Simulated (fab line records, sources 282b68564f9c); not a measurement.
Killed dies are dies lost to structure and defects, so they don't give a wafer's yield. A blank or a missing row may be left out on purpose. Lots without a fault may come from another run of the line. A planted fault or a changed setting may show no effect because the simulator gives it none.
fab line records | flow rit_cmos
record lots=5 wafers=27
route steps=202 shown FOX2@23 NWELL@33 GATE@77 SPACER@130 NSD@131 PSD@151 SDANNEAL@153 M1@196
start_h: hours from the record's first day to the start of the lot's first wafer shown | wait_h: hours since the lot's step before | " the same as in the row above | L1.1+2: a row that stands for several wafers | - no value, or no start given | * or withheld: withheld | < > ~ a bound
route shown NAME@n: a module of which the file shows steps, and the number in the route of the first | usual: mean/standard deviation of fault-free wafers | same: alike in all rows | chamber/n: place in a boat | sites: the reading at each site | _std_site: their standard deviation | _edge_site: outer sites' mean less inner sites' | radius_mm: how far each site lies from the wafer's centre | mask NAME#n: copy n | behind: the tool/chamber that last shaped the wafer | hold: why the lot was held/for how many hours/how that ended | device: the transistor (n, p or np) that didn't switch | end of line: the same wafers' tests at the end of the route | a step without rows: its recipe alone | killed: dies lost to structure and defects at the first sort, not the wafer's yield | map: a wafer's dies, x killed, . not, _ none there
set.NAME: the setting as run; set.NAME@STEP: as run at that earlier step | model.NAME: the simulator's own value behind a step, which no gauge read
lots whose settings were changed on purpose; a table a step, a row a wafer
## steps
# step RIT_FOX2_OXIDATION_00
# recipe temp_c=1100 ambient=H2O target_thk_a=3507 p_h2o_torr=720 ox_time_s=1130
# columns lot.wafer tool chamber start_h wait_h set.ox_time_s model.SiO2_of_FOX2_OXIDATION_00.thk_nm
L074.1 - - - 1.4 738.5 276.1
L074.2+3 " - " " 738.5 278.8
L074.4 " - " " 738.5 282.5
L074.5 " - " " 738.5 274.9
L074.6 " - " " 738.5 280.3
L077.1 - - - 0.4 1130 362.4
L077.2 " - " " 1130 359.6
L077.3 " - " " 1130 359
L077.4 " - " " 1130 357
L077.5 " - " " 1130 364.6
L077.6 " - " " 1130 361.7
L079.1 - - - 0.9 630.7 250.9
L079.2 " - " " 630.7 247.7
L079.3 " - " " 630.7 245.5
L079.4 " - " " 630.7 247.8
L079.5 " - " " 630.7 245.7
L079.6 " - " " 630.7 246.3
L080.1 furnace-04 0 47.90 0.0 1130 352
L080.2 " 0 " " 1130 345.6
L080.5 " 0 " " 1130 346.3
L084.1 - - - 2.3 1130 352.7
L084.2 " - " " 1130 350.3
L084.3 " - " " 1130 346
L084.4+5 " - " " 1130 348.9
L084.6 " - " " 1130 348.5
# step RIT_FOX2_THK_MEAS_01
# recipe reads=SiO2_of_FOX2_OXIDATION_00
# usual FOX2_OXIDE_THK=351/7.8
# columns lot.wafer tool chamber start_h wait_h set.ox_time_s@FOX2_OXIDATION_00 FOX2_OXIDE_THK[nm]
L074.1 film_metro-02 - - - 738.5 276
L074.2 " - " " 738.5 279
L074.3 " - " " 738.5 279
L074.4 " - " " 738.5 283
L074.5 " - " " 738.5 275
L074.6 " - " " 738.5 280
L077.1 film_metro-02 - - - 1130 362
L077.2 " - " " 1130 359
L077.3 " - " " 1130 359
L077.4 " - " " 1130 357
L077.5 " - " " 1130 365
L077.6 " - " " 1130 361
L079.1 film_metro-02 - - - 630.7 251
L079.2 " - " " 630.7 248
L079.3 " - " " 630.7 246
L079.4 " - " " 630.7 248
L079.5 " - " " 630.7 246
L079.6 " - " " 630.7 246
L080.1 film_metro-04 - 49.22 0.0 1130 352
L080.2 " - " " 1130 345
L080.5 " - " " 1130 346
L084.1 film_metro-01 - - - 1130 353
L084.2 " - " " 1130 350
L084.3 " - " " 1130 346
L084.4 " - " " 1130 349
L084.5 " - " " 1130 349
L084.6 " - " " 1130 349
# step RIT_FOX2_CLEAN_02
# recipe chemistry=dHF dilution=50:1 time_s=180
# step RIT_FOX2_WET_ETCH_03
# recipe chemistry=H3PO4 target=Si3N4 target_depth_nm=195 temp_c=165 time_s=2700
# step RIT_FOX2_THK_MEAS_90
# recipe reads=SiO2_of_FOX2_OXIDATION_00
# usual FIELD_OXIDE_LEFT_1_THK=323/7.9
# columns lot.wafer tool chamber start_h wait_h set.ox_time_s@FOX2_OXIDATION_00 FIELD_OXIDE_LEFT_1_THK[nm]
L074.1 film_metro-04 - 23.34 0.0 738.5 249
L074.2 " - " " 738.5 251
L074.3 " - " " 738.5 251
L074.4 " - " " 738.5 255
L074.5 " - " " 738.5 247
L074.6 " - " " 738.5 253
L077.1 film_metro-02 - 36.27 0.0 1130 335
L077.2 " - " " 1130 332
L077.3 " - " " 1130 331
L077.4 " - " " 1130 329
L077.5 " - " " 1130 337
L077.6 " - " " 1130 334
L079.1 film_metro-04 - 45.96 0.0 630.7 224
L079.2 " - " " 630.7 220
L079.3 " - " " 630.7 218
L079.4 " - " " 630.7 220
L079.5 " - " " 630.7 218
L079.6 " - " " 630.7 219
L080.1 film_metro-02 - 50.10 0.0 1130 325
L080.2 " - " " 1130 318
L080.5 " - " " 1130 319
L084.1 film_metro-04 - 74.68 0.0 1130 325
L084.2 " - " " 1130 323
L084.3 " - " " 1130 318
L084.4 " - " " 1130 322
L084.5 " - " " 1130 322
L084.6 " - " " 1130 321
# step RIT_NWELL_DEVELOP_05
# recipe resist=NOVOLAK develop_time_s=68 dev_temp_c=23
# columns lot.wafer tool chamber start_h wait_h set.develop_time_s
L074.1+2+6 litho_track-04 0 - - 79.08
L074.3+4+5 " 0 " " 68
L077.1+3+4 litho_track-04 0 - - 104.6
L077.2+5+6 " 0 " " 68
L079.1+2+3+4+5+6 litho_track-04 0 - - 68
L080.1+2+5 litho_track-02 0 - - 68
L084.1+2+4 litho_track-04 0 - - 68
L084.3+5+6 " 0 " " 83.19
# step RIT_NWELL_HARDBAKE_07
# recipe resist=NOVOLAK temp_c=140 time_s=120
# step RIT_GATE_CLEAN_02
# recipe chemistry=dHF dilution=50:1 time_s=30
# step RIT_GATE_CLEAN_03
# recipe chemistry=SC2 mix=3:3:50 time_s=600 temp_c=75 dry=n2_spin
# step RIT_GATE_CLEAN_04
# recipe chemistry=dHF dilution=50:1 time_s=60 dry=n2_spin
# columns lot.wafer tool chamber start_h wait_h set.ox_time_s@FOX2_OXIDATION_00 model.SiO2_of_FOX2_OXIDATION_00.thk_nm
L074.1 - - - 0.0 738.5 182.9
L074.2 " - " " 738.5 185.4
L074.3 " - " " 738.5 185.3
L074.4 " - " " 738.5 189.7
L074.5 " - " " 738.5 181.6
L074.6 " - " " 738.5 187.2
L077.1 - - - 0.0 1130 263
L077.2 " - " " 1130 260.1
L077.3 " - " " 1130 259.9
L077.4 " - " " 1130 257.6
L077.5 " - " " 1130 265.5
L077.6 " - " " 1130 262.4
L079.1 - - - 0.0 630.7 159.8
L079.2 " - " " 630.7 156.6
L079.3 " - " " 630.7 154.5
L079.4 " - " " 630.7 156.3
L079.5 " - " " 630.7 154.9
L079.6 " - " " 630.7 155
L080.1 wet_bench-01 0 63.00 0.0 1130 257.1
L080.2 " 0 " " 1130 250.3
L080.5 " 0 " " 1130 251
L084.1 - - - 0.0 1130 259.3
L084.2 " - " " 1130 256.8
L084.3 " - " " 1130 252.3
L084.4 " - " " 1130 255.2
L084.5 " - " " 1130 255.1
L084.6 " - " " 1130 254.5
# step RIT_FOX2_THK_MEAS_91
# recipe reads=SiO2_of_FOX2_OXIDATION_00
# usual FIELD_OXIDE_LEFT_2_THK=255/7.8
# columns lot.wafer tool chamber start_h wait_h set.ox_time_s@FOX2_OXIDATION_00 FIELD_OXIDE_LEFT_2_THK[nm]
L074.1 film_metro-04 - - - 738.5 183
L074.2 " - " " 738.5 185
L074.3 " - " " 738.5 185
L074.4 " - " " 738.5 190
L074.5 " - " " 738.5 182
L074.6 " - " " 738.5 187
L077.1 film_metro-01 - - - 1130 263
L077.2 " - " " 1130 260
L077.3 " - " " 1130 260
L077.4 " - " " 1130 258
L077.5 " - " " 1130 265
L077.6 " - " " 1130 262
L079.1 film_metro-04 - - - 630.7 160
L079.2 " - " " 630.7 157
L079.3 " - " " 630.7 154
L079.4 " - " " 630.7 156
L079.5 " - " " 630.7 155
L079.6 " - " " 630.7 155
L080.1 film_metro-04 - 63.03 0.0 1130 257
L080.2 " - " " 1130 250
L080.5 " - " " 1130 251
L084.1 film_metro-02 - - - 1130 259
L084.2 " - " " 1130 257
L084.3 " - " " 1130 252
L084.4 " - " " 1130 255
L084.5 " - " " 1130 255
L084.6 " - " " 1130 255
# step RIT_SPACER_ETCHBACK_05
# recipe target_depth_a=2500 SF6_flow_sccm=30 CHF3_flow_sccm=30 target=Si3N4 chemistry=SF6/CHF3 pressure_mtorr=40 rf_w=250 time_s=240 stop_on=SiO2
# usual oes_product_au=0.845/0.0088
# columns lot.wafer tool chamber start_h wait_h set.time_s oes_product_au model.SiO2_of_FOX2_OXIDATION_00.thk_nm model.etch.depth_nm model.poly-Si_of_GATE_CVD_08.thk_nm
L074.1 rie_diel-01 1 50.95 0.1 158.2 1.003 122.6 208.5 187.7
L074.2 " 2 " " 240 0.866 109.6 253.9 168.4
L074.3 " 0 " " 240 0.856 108.7 252.6 166.9
L074.4 " 3 " " 158.2 1.000 129.2 207.6 189.8
L074.5 " 2 " " 240 0.857 105.3 253.8 167.8
L074.6 " 3 " " 158.2 0.994 127.5 204.8 192.2
L077.1 rie_diel-01 2 65.64 0.1 240 0.851 186.8 249.6 168.9
L077.2 " 0 " " 159.5 1.002 199.7 207 191.3
L077.3 " 1 " " 159.5 0.986 198.8 208.5 189.6
L077.4 " 3 " " 159.5 0.998 197.3 206.6 191.2
L077.5 " 1 " " 240 0.841 187.9 249 167.9
L077.6 " 2 " " 240 0.857 185.9 251.2 170.3
L079.1 rie_diel-01 1 74.17 0.1 240 0.828 82.36 248.6 164.6
L079.2 " 0 " " 240 0.849 79.41 249.7 163.8
L079.3 " 3 " " 240 0.839 77.79 249.6 163.2
L079.4 " 2 " " 240 0.851 79.33 249.4 166.4
L079.5 " 0 " " 240 0.840 78.41 247.7 165.3
L079.6 " 3 " " 240 0.843 77.85 249.5 163.4
L080.1 rie_diel-04 0 83.19 0.1 240 0.843 180 250.8 171.8
L080.2 " 3 " " 240 0.836 174.2 249 172.2
L080.5 " 3 " " 240 0.843 174.3 248.5 173.4
L084.1 rie_diel-01 1 107.22 0.1 315.2 0.819 167.6 251.2 146.7
L084.2 " 3 " " 240 0.847 180.1 251.5 167.8
L084.3 " 2 " " 315.2 0.835 161 249.8 146.9
L084.4 " 0 " " 240 0.845 179.1 252.2 166.2
L084.5 " 1 " " 240 0.833 178.3 249.4 168.1
L084.6 " 0 " " 315.2 0.827 163.1 250.5 146.4
# step RIT_NSD_HMDS_00
# recipe prime_time_s=60 prime_temp_c=140
# step RIT_NSD_COAT_01
# recipe resist=NOVOLAK spin_rpm=3250 resist_thk_nm=1000
# step RIT_PSD_STRIP_09
# recipe chemistry=O2 time_s=180 resist=NOVOLAK platen_temp_c=withheld power_w=500 pressure_mtorr=4000 o2_flow_sccm=4000
# step RIT_SDANNEAL_CLEAN_00
# recipe chemistry=SC1 mix=3:3:50 time_s=600 temp_c=75
# columns lot.wafer tool chamber start_h wait_h set.time_s@SPACER_ETCHBACK_05 model.Si3N4_of_SPACER_CVD_03.thk_nm
L074.1 wet_bench-02 3 54.16 0.1 158.2 214.9
L074.2 " 3 " " 240 199
L074.3 " 3 " " 240 197.8
L074.4 " 3 " " 158.2 215.2
L074.5 " 3 " " 240 198.9
L074.6 " 3 " " 158.2 216
L077.1 wet_bench-02 2 68.91 0.1 240 195.7
L077.2 " 2 " " 159.5 213.9
L077.3 " 2 " " 159.5 212.4
L077.4 " 2 " " 159.5 212.5
L077.5 " 2 " " 240 194.1
L077.6 " 2 " " 240 196.8
L079.1 wet_bench-01 0 77.43 0.1 240 193.4
L079.2 " 0 " " 240 194.9
L079.3 " 0 " " 240 194.8
L079.4 " 0 " " 240 194.6
L079.5 " 0 " " 240 193.8
L079.6 " 0 " " 240 194.2
L080.1 wet_bench-02 3 86.30 0.1 240 196
L080.2 " 3 " " 240 195.3
L080.5 " 3 " " 240 194.7
L084.1 wet_bench-04 2 110.47 0.1 315.2 179.5
L084.2 " 2 " " 240 197
L084.3 " 2 " " 315.2 178.4
L084.4 " 2 " " 240 197.3
L084.5 " 2 " " 240 194.4
L084.6 " 2 " " 315.2 179.4
# step RIT_M1_METAL_ETCH_12
# recipe stop_on=SiO2 chemistry=Cl2/BCl3 target=Al time_s=165 over_etch_frac=0.5 pressure_mtorr=100 target_depth_a=6000 rf_w=250 Cl2_flow_sccm=60 bcl3_flow_sccm=50
# columns lot.wafer tool chamber start_h wait_h set.time_s
L074.1+2+3+4+5+6 rie_metal-02 1,0,1,0,0,1 59.68 0.2 165
L077.1+2+3+4+5+6 rie_metal-02 1,0,1,0,0,1 74.83 0.2 165
L079.1+2+3+4+5+6 rie_metal-01 1,0,1,0,1,0 83.20 0.2 165
L080.1+2+5 rie_metal-02 0,1,0 92.33 0.2 165
L084.1+3+4 rie_metal-03 0,1,0 115.96 0.2 165
L084.2+5+6 " 1,0,1 " " 198.8
# step RIT_M1_STRIP_13
# recipe chemistry=nmp resist=NOVOLAK temp_c=80 time_s=600 dry=n2_spin
# step RIT_M1_STRIP_14
# recipe chemistry=O2 time_s=180 platen_temp_c=withheld power_w=500 pressure_mtorr=4000 o2_flow_sccm=4000
# step RIT_M1_ANNEAL_15
# recipe temp_c=450 time_s=1800 ambient=forming_gas_H2N2
# step RIT_M1_PROBE_99
# usual killed_at_contacts=0.1/0.38 killed_at_front_end=6.1/2.8 killed_dies=6.3/2.8 killed_open=3.2/2 killed_short=3.1/1.7
# same gross_dies=264 killed_at_M0_to_M3=0 killed_at_M4_up=0 killed_at_back_side=0 killed_at_other=0
# columns lot.wafer tool chamber start_h wait_h set.ox_time_s@FOX2_OXIDATION_00 killed_at_contacts killed_at_front_end killed_dies killed_open killed_short model.etest.nmos_narrow.drive_ua_um model.etest.field_p_metal.vt_v model.etest.field_n.vt_v
L074.1 prober-01 - 61.93 0.1 738.5 0 264 264 6 4 - - -
L074.2 prober-01 - 61.98 0.1 738.5 0 6 6 1 5 240.3 -38.4 25.22
L074.3 prober-01 - 62.03 0.2 738.5 0 5 5 3 2 242 -37.51 25.2
L074.4 prober-01 - 62.08 0.2 738.5 0 264 264 6 2 - - -
L074.5 prober-01 - 62.13 0.2 738.5 0 7 7 6 1 244.8 -38.95 24.82
L074.6 prober-01 - 62.18 0.2 738.5 0 264 264 2 2 - - -
L077.1 prober-02 - 77.10 0.1 1130 1 13 14 8 6 230.2 -29.24 35.8
L077.2 prober-02 - 77.15 0.1 1130 0 264 264 2 6 - - -
L077.3 prober-02 - 77.20 0.2 1130 0 264 264 5 3 - - -
L077.4 prober-02 - 77.25 0.2 1130 0 264 264 2 4 - - -
L077.5 prober-02 - 77.30 0.2 1130 0 2 2 1 1 219.5 -28.98 36.15
L077.6 prober-02 - 77.35 0.2 1130 0 8 8 5 3 224.7 -29.27 35.74
L079.1 prober-02 - 85.45 0.1 630.7 1 3 4 3 1 254.3 -40.59 24.46
L079.2 prober-02 - 85.50 0.1 630.7 2 3 5 4 1 253.4 -41.26 24.35
L079.3 prober-02 - 85.55 0.2 630.7 0 0 0 0 0 254.5 -42.12 24.2
L079.4 prober-02 - 85.60 0.2 630.7 0 2 2 0 2 256.1 -41.33 24.26
L079.5 prober-02 - 85.65 0.2 630.7 1 5 6 4 2 254.1 -42.21 24.22
L079.6 prober-02 - 85.70 0.2 630.7 0 3 3 0 3 257.8 -41.45 24.3
L080.1 prober-01 - 94.58 0.1 1130 0 7 7 4 2 219.7 -28.93 35.03
L080.2 prober-01 - 94.63 0.1 1130 0 4 4 2 2 218.7 -29.44 34.16
L080.5 prober-01 - 94.78 0.2 1130 0 7 7 6 1 220.6 -29.73 34.23
L084.1 prober-01 - 118.21 0.1 1130 0 6 6 3 3 - - -
L084.2 prober-01 - 118.26 0.1 1130 0 4 4 1 3 231.8 -30.23 34.82
L084.3 prober-01 - 118.31 0.2 1130 0 7 7 2 5 - - -
L084.4 prober-01 - 118.36 0.2 1130 0 7 7 1 6 230.2 -30.36 34.68
L084.5 prober-01 - 118.41 0.2 1130 0 3 3 1 2 227.8 -30.47 34.59
L084.6 prober-01 - 118.46 0.2 1130 0 7 7 4 3 - - -
# killed by level:class
L074.1 SPACER:area_etchback=254 FOX1:geometric_particle:short=2 FOX2:geometric_particle:open=2 GATE:geometric_particle:open=2 GATE:geometric_particle:short=2 REOX:geometric_particle:open=1 SILICIDE:geometric_particle:open=1
L074.2 GATE:geometric_particle:short=2 REOX:geometric_particle:short=2 FOX1:geometric_particle:short=1 GATE:geometric_particle:open=1
L074.3 FOX1:geometric_particle:open=2 REOX:geometric_particle:short=1 SPACER:geometric_particle:short=1 SILICIDE:geometric_particle:open=1
L074.4 SPACER:area_etchback=256 FOX1:geometric_particle:open=2 GATE:geometric_particle:open=2 SILICIDE:geometric_particle:open=2 GATE:geometric_particle:short=1 REOX:geometric_particle:short=1
L074.5 SPACER:geometric_particle:open=3 GATE:geometric_particle:open=2 GATE:geometric_particle:short=1 REOX:geometric_particle:open=1
L074.6 SPACER:area_etchback=260 FOX1:geometric_particle:open=1 GATE:geometric_particle:open=1 GATE:geometric_particle:short=1 SILICIDE:geometric_particle:short=1
L077.1 GATE:geometric_particle:open=3 SPACER:geometric_particle:short=3 GATE:geometric_particle:short=2 FOX1:geometric_particle:open=1 FOX1:geometric_particle:short=1 FOX2:geometric_particle:open=1 REOX:geometric_particle:open=1 SILICIDE:geometric_particle:open=1
L077.2 SPACER:area_etchback=256 FOX1:geometric_particle:short=2 FOX1:geometric_particle:open=1 FOX2:geometric_particle:short=1 REOX:geometric_particle:open=1 REOX:geometric_particle:short=1 SPACER:geometric_particle:short=1 SILICIDE:geometric_particle:short=1
L077.3 SPACER:area_etchback=256 GATE:geometric_particle:open=2 GATE:geometric_particle:short=1 REOX:geometric_particle:open=1 REOX:geometric_particle:short=1 SPACER:geometric_particle:short=1 SPACER:geometric_particle:open=1 SILICIDE:geometric_particle:open=1
L077.4 SPACER:area_etchback=258 SPACER:geometric_particle:short=3 GATE:geometric_particle:short=1 GATE:geometric_particle:open=1 SILICIDE:geometric_particle:open=1
L077.5 FOX2:geometric_particle:short=1 GATE:geometric_particle:open=1
L077.6 FOX1:geometric_particle:short=2 GATE:geometric_particle:open=2 SPACER:geometric_particle:open=2 FOX2:geometric_particle:open=1 FOX2:geometric_particle:short=1
L079.1 SPACER:geometric_particle:open=2 REOX:geometric_particle:open=1 CONTACT:geometric_particle:short=1
L079.2 CONTACT:geometric_particle:open=2 FOX2:geometric_particle:short=1 FOX2:geometric_particle:open=1 SPACER:geometric_particle:open=1
L079.3
L079.4 GATE:geometric_particle:short=1 REOX:geometric_particle:short=1
L079.5 FOX1:geometric_particle:open=1 GATE:geometric_particle:open=1 REOX:geometric_particle:open=1 REOX:geometric_particle:short=1 SPACER:geometric_particle:open=1 CONTACT:geometric_particle:short=1
L079.6 GATE:geometric_particle:short=1 REOX:geometric_particle:short=1 SPACER:geometric_particle:short=1
L080.1 GATE:geometric_particle:open=4 GATE:geometric_particle:short=1 REOX:geometric_particle:short=1 ACTIVE:coat_microbubble_printed=1
L080.2 FOX1:geometric_particle:short=1 GATE:geometric_particle:open=1 REOX:geometric_particle:open=1 SILICIDE:geometric_particle:short=1
L080.5 GATE:geometric_particle:open=2 SILICIDE:geometric_particle:open=2 REOX:geometric_particle:open=1 SPACER:geometric_particle:open=1 SPACER:geometric_particle:short=1
L084.1 GATE:geometric_particle:open=2 FOX1:geometric_particle:short=1 FOX1:geometric_particle:open=1 SPACER:geometric_particle:short=1 SILICIDE:geometric_particle:short=1
L084.2 FOX1:geometric_particle:short=1 GATE:geometric_particle:short=1 GATE:geometric_particle:open=1 SILICIDE:geometric_particle:short=1
L084.3 GATE:geometric_particle:short=2 FOX2:geometric_particle:open=1 FOX2:geometric_particle:short=1 GATE:geometric_particle:open=1 REOX:geometric_particle:short=1 SILICIDE:geometric_particle:short=1
L084.4 SPACER:geometric_particle:short=2 FOX2:geometric_particle:short=1 GATE:geometric_particle:open=1 GATE:geometric_particle:short=1 REOX:geometric_particle:short=1 SILICIDE:geometric_particle:short=1
L084.5 FOX1:geometric_particle:short=2 REOX:geometric_particle:open=1
L084.6 GATE:geometric_particle:open=3 SILICIDE:geometric_particle:short=2 FOX2:geometric_particle:short=1 SPACER:geometric_particle:open=1
## key
split step=RIT_FOX2_OXIDATION_00 setting=ox_time_s stated=1130 by=lot
response step=RIT_FOX2_OXIDATION_00 reading=model.SiO2_of_FOX2_OXIDATION_00.thk_nm change=+2.32 per=1% r=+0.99
response step=RIT_FOX2_THK_MEAS_01 reading=FOX2_OXIDE_THK change=+2.32 per=1% r=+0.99
response step=RIT_FOX2_THK_MEAS_90 reading=FIELD_OXIDE_LEFT_1_THK change=+2.33 per=1% r=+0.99
response step=RIT_GATE_CLEAN_04 reading=model.SiO2_of_FOX2_OXIDATION_00.thk_nm change=+2.22 per=1% r=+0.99
response step=RIT_FOX2_THK_MEAS_91 reading=FIELD_OXIDE_LEFT_2_THK change=+2.22 per=1% r=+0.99
response step=RIT_M1_PROBE_99 reading=model.etest.nmos_narrow.drive_ua_um change=-0.651 per=1% r=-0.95
response step=RIT_M1_PROBE_99 reading=model.etest.field_p_metal.vt_v change=+0.265 per=1% r=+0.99
response step=RIT_M1_PROBE_99 reading=model.etest.field_n.vt_v change=+0.251 per=1% r=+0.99
split step=RIT_NWELL_DEVELOP_05 setting=develop_time_s stated=68 by=wafer
response none clear
split step=RIT_SPACER_ETCHBACK_05 setting=time_s stated=240 by=wafer
response step=RIT_SPACER_ETCHBACK_05 reading=oes_product_au shape=bent at_lowest=0.999 at_stated=0.846 at_highest=0.827
response step=RIT_SPACER_ETCHBACK_05 reading=model.SiO2_of_FOX2_OXIDATION_00.thk_nm change=-0.461 per=1% r=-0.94
response step=RIT_SPACER_ETCHBACK_05 reading=model.etch.depth_nm shape=bent at_lowest=207 at_stated=250.3 at_highest=250.5
response step=RIT_SPACER_ETCHBACK_05 reading=model.poly-Si_of_GATE_CVD_08.thk_nm change=-0.652 per=1% r=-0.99
response step=RIT_SDANNEAL_CLEAN_00 reading=model.Si3N4_of_SPACER_CVD_03.thk_nm change=-0.518 per=1% r=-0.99
split step=RIT_M1_METAL_ETCH_12 setting=time_s stated=165 by=wafer
response none clear
